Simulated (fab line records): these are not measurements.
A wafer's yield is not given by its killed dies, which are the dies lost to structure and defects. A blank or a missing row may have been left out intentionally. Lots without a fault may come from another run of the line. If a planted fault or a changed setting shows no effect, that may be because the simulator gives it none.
Which tool is to blame? | flow ritCmos | 15 lots with 45 wafers sampled at 6 steps, on a route of 202 steps

## WHAT EACH GAUGE READ, for each wafer
RIT_NWELL_OVL_MEAS_06. Usual: NWELL_OVL typically reads 0.0 nm, with standard deviation 1.3.
lot  | measured    | on         | NWELL_OVL (nm) | flag
L327 | day 1 22:32 | overlay-01 | 0.4 1.1 -1.2   | 
L328 | day 2 03:01 | overlay-01 | 1.9 0.4 0.4    | 
L329 | day 2 07:01 | overlay-01 | 4.0 2.5 2.1    | 
L330 | day 2 11:19 | overlay-02 | -0.6 -0.4 -1.7 | 
L331 | day 2 19:12 | overlay-02 | 0.3 -0.3 -1.5  | 
L332 | day 3 03:32 | overlay-02 | 0.3 0.1 2.1    | 
L333 | day 3 10:20 | overlay-02 | 0.4 2.1 1.2    | 
L335 | day 3 18:31 | overlay-01 | -0.4 0.0 0.0   | 
L342 | day 5 01:22 | overlay-01 | 0.0 0.4 1.8    | 
L343 | day 5 06:36 | overlay-01 | -1.3 -2.4 -3.1 | 
L345 | day 5 15:40 | overlay-01 | 1.5 1.3 0.8    | 
L346 | day 5 23:04 | overlay-01 | 0.8 1.3 0.3    | 
L347 | day 6 03:02 | overlay-01 | -0.4 0.7 -0.1  | 
L349 | day 6 12:06 | overlay-02 | -1.2 -0.1 1.3  | 
L350 | day 6 17:06 | overlay-01 | -0.8 0.7 0.6   | 

RIT_WELLDRIVE_RS_MEAS_01: the measuring method here is four-point-probe. Usual: NWELL_RS typically reads 275.9 ohm/sq, with standard deviation 0.65.
lot  | measured    | on           | NWELL_RS (ohm/sq) | flag
L327 | day 2 05:51 | filmMetro-01 | 276.0 275.3 275.5 | 
L328 | day 2 10:55 | filmMetro-01 | 275.7 276.1 275.2 | 
L329 | day 2 14:27 | filmMetro-03 | 275.6 275.3 275.3 | 
L330 | day 2 18:43 | filmMetro-02 | 275.1 275.2 274.9 | 
L331 | day 3 08:22 | filmMetro-01 | 300.3 300.9 301.0 | OFF
L332 | day 3 13:27 | filmMetro-02 | 300.4 300.9 301.6 | OFF
L333 | day 3 19:52 | filmMetro-01 | 301.5 301.2 300.3 | OFF
L335 | day 4 01:55 | filmMetro-03 | 277.2 276.9 276.4 | 
L342 | day 5 09:42 | filmMetro-01 | 274.4 275.5 275.1 | 
L343 | day 5 14:48 | filmMetro-03 | 276.9 277.2 277.1 | 
L345 | day 5 23:06 | filmMetro-03 | 276.2 275.4 275.5 | 
L346 | day 6 06:42 | filmMetro-03 | 277.1 276.2 276.4 | 
L347 | day 6 10:29 | filmMetro-01 | 275.4 275.6 275.8 | 
L349 | day 6 19:26 | filmMetro-02 | 276.0 275.4 276.3 | 
L350 | day 7 01:03 | filmMetro-01 | 276.2 276.1 275.7 | 

RIT_WELLDRIVE_RS_MEAS_02: the measuring method here is four-point-probe. Usual: PWELL_RS typically reads 430.1 ohm/sq, with standard deviation 1.1.
lot  | measured    | on           | PWELL_RS (ohm/sq) | flag
L327 | day 2 05:58 | filmMetro-01 | 430.6 430.6 429.4 | 
L328 | day 2 11:02 | filmMetro-01 | 429.3 430.0 430.6 | 
L329 | day 2 14:34 | filmMetro-03 | 431.0 429.1 429.9 | 
L330 | day 2 18:50 | filmMetro-02 | 431.1 429.3 431.6 | 
L331 | day 3 08:29 | filmMetro-01 | 455.9 457.1 456.3 | OFF
L332 | day 3 13:34 | filmMetro-02 | 455.9 454.2 454.5 | OFF
L333 | day 3 19:59 | filmMetro-01 | 455.4 454.4 455.2 | OFF
L335 | day 4 02:02 | filmMetro-03 | 431.3 431.5 430.0 | 
L342 | day 5 09:49 | filmMetro-01 | 428.1 430.1 428.6 | 
L343 | day 5 14:55 | filmMetro-03 | 431.8 430.9 430.1 | 
L345 | day 5 23:13 | filmMetro-03 | 430.8 429.3 430.4 | 
L346 | day 6 06:49 | filmMetro-03 | 430.5 431.2 432.1 | 
L347 | day 6 10:37 | filmMetro-01 | 430.4 430.3 431.3 | 
L349 | day 6 19:33 | filmMetro-02 | 429.1 429.9 428.5 | 
L350 | day 7 01:10 | filmMetro-01 | 428.9 430.7 429.9 | 

RIT_CONTACT_OVL_MEAS_09. Usual: CONTACT_OVL typically reads 0.2 nm, with standard deviation 1.6.
lot  | measured    | on         | CONTACT_OVL (nm) | flag
L327 | day 3 11:58 | overlay-01 | -0.4 0.1 -0.8    | 
L328 | day 3 12:55 | overlay-02 | 0.9 2.5 0.1      | 
L329 | day 4 01:30 | overlay-02 | 1.1 0.5 1.2      | 
L330 | day 4 03:22 | overlay-01 | 1.1 1.8 1.7      | 
L331 | day 4 11:50 | overlay-01 | -3.3 -3.5 -3.0   | 
L332 | day 4 17:44 | overlay-01 | -0.8 -1.2 -0.6   | 
L333 | day 5 00:48 | overlay-01 | -0.1 0.8 -0.7    | 
L335 | day 5 02:52 | overlay-01 | 3.1 2.8 3.0      | 
L342 | day 6 11:20 | overlay-02 | 3.2 1.4 2.0      | 
L343 | day 6 15:10 | overlay-01 | -0.8 -0.1 -0.7   | 
L345 | day 6 22:56 | overlay-01 | -0.5 0.5 0.5     | 
L346 | day 7 13:50 | overlay-01 | 0.5 1.0 0.9      | 
L347 | day 7 14:01 | overlay-01 | 1.0 -0.6 2.0     | 
L349 | day 8 03:18 | overlay-02 | 0.6 2.6 2.7      | 
L350 | day 8 08:13 | overlay-01 | 0.1 -2.3 -1.7    | 

## WHAT TOOL EACH LOT RAN ON (gives the tool, then ch and the chambers of the sampled wafers, and finally the start)
lot  | RIT_WELLDRIVE_ANNEAL_00      | RIT_GATE_STRIP_20
L327 | furnace-03 ch 0, day 2 00:45 | plasmaAsher-01 ch 1, day 2 16:45
L328 | furnace-03 ch 0, day 2 05:50 | plasmaAsher-01 ch 0,1, day 2 20:38
L329 | furnace-01 ch 0, day 2 09:22 | plasmaAsher-01 ch 0,1, day 3 09:02
L330 | furnace-04 ch 0, day 2 13:38 | plasmaAsher-03 ch 0,1, day 3 09:11
L331 | furnace-01 ch 0, day 3 03:17 | plasmaAsher-04 ch 0,1, day 3 20:38
L332 | furnace-01 ch 0, day 3 08:22 | plasmaAsher-03 ch 0,1, day 3 23:54
L333 | furnace-01 ch 0, day 3 14:46 | plasmaAsher-03 ch 0,1, day 4 09:07
L335 | furnace-03 ch 0, day 3 20:50 | plasmaAsher-04 ch 0,1, day 4 10:46
L342 | furnace-04 ch 0, day 5 04:37 | plasmaAsher-04 ch 0,1, day 5 18:53
L343 | furnace-04 ch 0, day 5 09:42 | plasmaAsher-01 ch 0,1, day 6 00:40
L345 | furnace-04 ch 0, day 5 18:01 | plasmaAsher-04 ch 0,1, day 6 08:07
L346 | furnace-03 ch 0, day 6 01:37 | plasmaAsher-03 ch 0,1, day 6 16:50
L347 | furnace-04 ch 0, day 6 05:24 | plasmaAsher-01 ch 0,1, day 6 19:49
L349 | furnace-04 ch 0, day 6 14:19 | plasmaAsher-04 ch 0,1, day 7 11:17
L350 | furnace-01 ch 0, day 6 19:56 | plasmaAsher-04 ch 0,1, day 7 13:47
- RIT_WELLDRIVE_ANNEAL_00: time 14700 s.
- RIT_GATE_STRIP_20: strips in O2, time 180 s.

## WHAT THE TOOLS THEMSELVES READ (means of the sampled wafers that have a number; where no wafer has one, the mark that the record gives instead)
RIT_WELLDRIVE_ANNEAL_00. Usual: runLengthS 18269 s, standard deviation 14; spikeTcLoadC 1129.5 C, standard deviation 2; tube_center_temp_C_max 1102.8, standard deviation 0.44.
lot  | tool       | runLengthS (s) | spikeTcLoadC (C) | tube_center_temp_C_max | flag
L327 | furnace-03 | 18245          | 1131.5           | 1102.5                 | 
L328 | furnace-03 | 18247          | 1129.8           | 1102.7                 | 
L329 | furnace-01 | 18273          | 1129.6           | 1102.6                 | 
L330 | furnace-04 | 18291          | 1126.8           | 1102.5                 | 
L331 | furnace-01 | 12401          | 1131.2           | 1102.4                 | OFF
L332 | furnace-01 | 12400          | 1130.2           | 1102.5                 | OFF
L333 | furnace-01 | 12399          | 1130.4           | 1102.1                 | OFF
L335 | furnace-03 | 18250          | 1131.3           | 1102.4                 | 
L342 | furnace-04 | 18277          | 1126.9           | 1102.7                 | 
L343 | furnace-04 | 18279          | 1126.6           | 1102.7                 | 
L345 | furnace-04 | 18286          | 1127.1           | 1102.7                 | 
L346 | furnace-03 | 18259          | 1131.2           | 1102.5                 | 
L347 | furnace-04 | 18280          | 1127.1           | 1102.9                 | 
L349 | furnace-04 | 18277          | 1127.1           | 1102.3                 | 
L350 | furnace-01 | 18270          | 1130.0           | 1102.7                 | 

RIT_GATE_STRIP_20. Usual: drypumpMotorCurrentA at 5.8 A, with a standard deviation of 0.34.
lot  | tool           | drypumpMotorCurrentA (A) | flag
L327 | plasmaAsher-01 | 6.4                      | 
L328 | plasmaAsher-01 | 6.1                      | 
L329 | plasmaAsher-01 | 6.1                      | 
L330 | plasmaAsher-03 | 5.5                      | 
L331 | plasmaAsher-04 | 5.9                      | 
L332 | plasmaAsher-03 | 5.5                      | 
L333 | plasmaAsher-03 | 5.5                      | 
L335 | plasmaAsher-04 | 5.9                      | 
L342 | plasmaAsher-04 | 5.9                      | 
L343 | plasmaAsher-01 | 6.1                      | 
L345 | plasmaAsher-04 | 5.9                      | 
L346 | plasmaAsher-03 | 5.5                      | 
L347 | plasmaAsher-01 | 5.8                      | 
L349 | plasmaAsher-04 | 5.9                      | 
L350 | plasmaAsher-04 | 5.9                      | 

## THE ANSWER, worked out from the rows above alone
Rule: lot off if the mean of its wafers having a number is beyond 3 standard deviations from the usual mean. A lot without any number at a reading at which 4 lots or more have one is off too. Where the step has rows for the other lots, those lots are counted as sound. The gauges are gone through in route order, then the tools' own readings, and for those a lot's mean is taken as printed above. At the first step where some lot is off, the reading lying furthest off is the one used; lots without a number count as furthest.
Off: L331, L332, L333, at RIT_WELLDRIVE_RS_MEAS_01 (NWELL_RS).
If a tool, at a process step before that reading, ran all the lots that are off and no sound lot after the first of them, it fits. Not tried: the gauges at RIT_WELLDRIVE_RS_MEAS_01; whatever is off there is also off at RIT_WELLDRIVE_ANNEAL_00, on other tools, and gauge error can't account for it. Not one of the candidates tried fits.

## WHAT WAS PUT IN BY THE SIMULATOR
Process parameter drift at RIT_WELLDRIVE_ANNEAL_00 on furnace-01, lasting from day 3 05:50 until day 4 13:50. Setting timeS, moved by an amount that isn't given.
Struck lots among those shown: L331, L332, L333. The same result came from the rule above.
